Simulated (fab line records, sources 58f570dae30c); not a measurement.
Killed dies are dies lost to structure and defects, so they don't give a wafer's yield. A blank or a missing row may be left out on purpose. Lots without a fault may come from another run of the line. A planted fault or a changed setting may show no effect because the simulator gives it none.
Which tool did it? | flow berkeley_cmos170 | 14 lots, 42 wafers sampled, at 5 steps of a route of 331

WHAT THE GAUGES READ, wafer by wafer
UCB170_ACTIVE_OVL_MEAS_14.
lot  | measured    | on         | ACTIVE_OVL (nm)
L698 | day 5 11:47 | overlay-02 | -6 -9 1
L697 | day 5 11:57 | overlay-01 | 3 -4 3
L699 | day 5 20:22 | overlay-02 | 4 2 5
L701 | day 6 06:35 | overlay-02 | 2 -1 -11
L700 | day 6 06:49 | overlay-01 | 0 -1 3
L702 | day 6 15:27 | overlay-02 | -1 -1 -4
L705 | day 6 16:03 | overlay-02 | -12 -11 -2
L706 | day 7 17:41 | overlay-01 | 3 -1 1
L710 | day 7 18:44 | overlay-01 | 2 1 0
L712 | day 7 18:49 | overlay-02 | -6 -2 4
L713 | day 8 07:22 | overlay-02 | 6 -3 4
L714 | day 8 08:00 | overlay-02 | 1 -12 4
L716 | day 8 13:01 | overlay-01 | 11 3 7
L719 | day 9 10:10 | overlay-01 | 5 4 1

UCB170_NLDD_TW_MEAS_11.
lot  | measured     | on            | NLDD_TW
L698 | day 7 16:25  | film_metro-01 | 2205 2210 2204
L697 | day 8 01:46  | film_metro-01 | 2198 2192 2192
L699 | day 8 15:05  | film_metro-03 | 2244 2231 2224
L701 | day 8 18:29  | film_metro-01 | 2197 2199 2209
L700 | day 8 18:45  | film_metro-02 | 2267 2257 2263
L702 | day 9 14:50  | film_metro-01 | 2198 2182 2200
L705 | day 9 14:32  | film_metro-01 | 2212 2202 2194
L706 | day 10 09:29 | film_metro-02 | 2245 2258 2247
L710 | day 10 08:25 | film_metro-01 | 2189 2197 2184
L712 | day 10 10:41 | film_metro-01 | 2192 2196 2195
L713 | day 10 23:23 | film_metro-02 | 2239 2235 2253
L714 | day 10 23:05 | film_metro-03 | 2232 2239 2232
L716 | day 11 00:48 | film_metro-02 | 2247 2261 2251
L719 | day 12 03:08 | film_metro-03 | 2235 2235 2230

UCB170_V1_THK_MEAS_01.
lot  | measured     | on            | V1_TEOS_THK (nm)
L698 | day 8 19:25  | film_metro-03 | 1988 1996 2007
L697 | day 8 22:26  | film_metro-04 | 1986 2028 2011
L699 | day 9 17:58  | film_metro-01 | 1983 1983 1986
L701 | day 9 19:19  | film_metro-01 | 1972 1990 2005
L700 | day 9 19:17  | film_metro-04 | 1973 2011 2018
L702 | day 10 15:51 | film_metro-04 | 2014 1985 1992
L705 | day 10 17:12 | film_metro-04 | 1946 1975 2011
L706 | day 11 10:50 | film_metro-03 | 1970 1987 1332
L710 | day 11 10:47 | film_metro-04 | 1995 1993 1333
L712 | day 11 12:09 | film_metro-03 | 1992 1953 1999
L713 | day 12 18:07 | film_metro-04 | 2023 1977 2007
L714 | day 11 21:04 | film_metro-01 | 1957 1941 1976
L716 | day 12 18:07 | film_metro-03 | 1983 1952 1990
L719 | day 12 23:18 | film_metro-04 | 2014 2003 2008

UCB170_V2_BOW_MEAS_03.
lot  | measured     | on            | V2_BOW (um)
L698 | day 9 00:40  | film_metro-03 | 41 34 40
L697 | day 9 06:05  | film_metro-02 | 38 37 32
L699 | day 10 01:41 | film_metro-03 | 35 51 34
L701 | day 10 02:40 | film_metro-02 | 30 24 32
L700 | day 10 01:59 | film_metro-02 | 36 48 30
L702 | day 11 03:40 | film_metro-03 | 34 34 32
L705 | day 11 03:58 | film_metro-02 | 35 35 45
L706 | day 11 16:33 | film_metro-02 | 31 40 30
L710 | day 11 16:23 | film_metro-03 | 40 45 42
L712 | day 11 23:44 | film_metro-03 | 27 53 32
L713 | day 13 05:13 | film_metro-04 | 33 39 35
L714 | day 12 05:26 | film_metro-04 | 34 36 40
L716 | day 13 03:10 | film_metro-03 | 38 24 31
L719 | day 13 07:00 | film_metro-03 | 36 45 28

WHICH TOOL RAN EACH LOT (tool, then ch and the chambers of the sampled wafers, then the start)
lot  | UCB170_V1_CVD_00
L698 | pecvd-02 ch 0,1, day 8 19:14
L697 | pecvd-02 ch 1,2, day 8 22:16
L699 | pecvd-02 ch 1,2, day 9 17:48
L701 | pecvd-04 ch 1,2, day 9 19:08
L700 | pecvd-01 ch 0,1,2, day 9 19:08
L702 | pecvd-04 ch 0,2, day 10 15:42
L705 | pecvd-01 ch 0,1,2, day 10 17:02
L706 | pecvd-04 ch 0,1, day 11 10:39
L710 | pecvd-04 ch 0,1,2, day 11 10:29
L712 | pecvd-01 ch 0,1,2, day 11 11:59
L713 | pecvd-01 ch 0,1,2, day 12 17:58
L714 | pecvd-02 ch 1,2, day 11 20:54
L716 | pecvd-02 ch 0,1,2, day 12 17:58
L719 | pecvd-01 ch 0,1,2, day 12 23:08
- UCB170_V1_CVD_00: deposits SiO2 from TEOS/O2, target thk 2000 nm, time 250 s.

WHAT THE TOOLS THEMSELVES READ (means of the sampled wafers that have a number; where no wafer has one, the mark that the record gives instead)
UCB170_V1_CVD_00.
lot  | tool     | heater_power_w (W) | rf_fwd_power_W (W)
L698 | pecvd-02 | 212                | 550.2
L697 | pecvd-02 | 151                | 550.3
L699 | pecvd-02 | 135                | 548.7
L701 | pecvd-04 | 311                | 549.9
L700 | pecvd-01 | 223                | 547.4
L702 | pecvd-04 | 307                | 549.7
L705 | pecvd-01 | 240                | 548.6
L706 | pecvd-04 | 253                | 548.7
L710 | pecvd-04 | 290                | 547.5
L712 | pecvd-01 | 220                | 548.2
L713 | pecvd-01 | 222                | 547.2
L714 | pecvd-02 | 141                | 548.9
L716 | pecvd-02 | 190                | 548.4
L719 | pecvd-01 | 241                | 548.3

THE ANSWER, worked out from the rows above alone
Rule: what is usual is taken from the lots themselves. Put in order of their means at a reading, lots are off if they are a third of the lots or fewer, leave a main group of 4 or more, and stand apart from it by a gap of 3 or more times the standard deviation of the main group's means; of several such gaps the widest counts. A main group whose means are all the same, to the digits that the tables above print for the reading, isn't used. A lot without any number at a reading at which 4 lots or more have one is off too. The other lots that the step has rows for count as sound. The gauges are gone through in route order, then the tools' own readings, and for those a lot's mean is taken as printed above. The first step at which some lot is off is used, and at that step the reading that is off furthest; a lot without a number counts as furthest.
Off: L706, L710, at UCB170_V1_THK_MEAS_01 (V1_TEOS_THK). The main group: mean 1990 nm, standard deviation 15.
A tool fits if, at a process step before that reading, it ran every lot that is off, and no sound lot after the first of them. The gauges at UCB170_V1_THK_MEAS_01 are tried like those tools. One fits: pecvd-04 at UCB170_V1_CVD_00. Its last sound lot is L702 (day 10 15:42), its first lot that is off L710 (day 11 10:29): a fault that began between those two fits.

WHAT THE SIMULATOR HAD PUT IN
Process parameter drift: pecvd-04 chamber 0, from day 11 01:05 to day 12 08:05, at UCB170_V1_CVD_00. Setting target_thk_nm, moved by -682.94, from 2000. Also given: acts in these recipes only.
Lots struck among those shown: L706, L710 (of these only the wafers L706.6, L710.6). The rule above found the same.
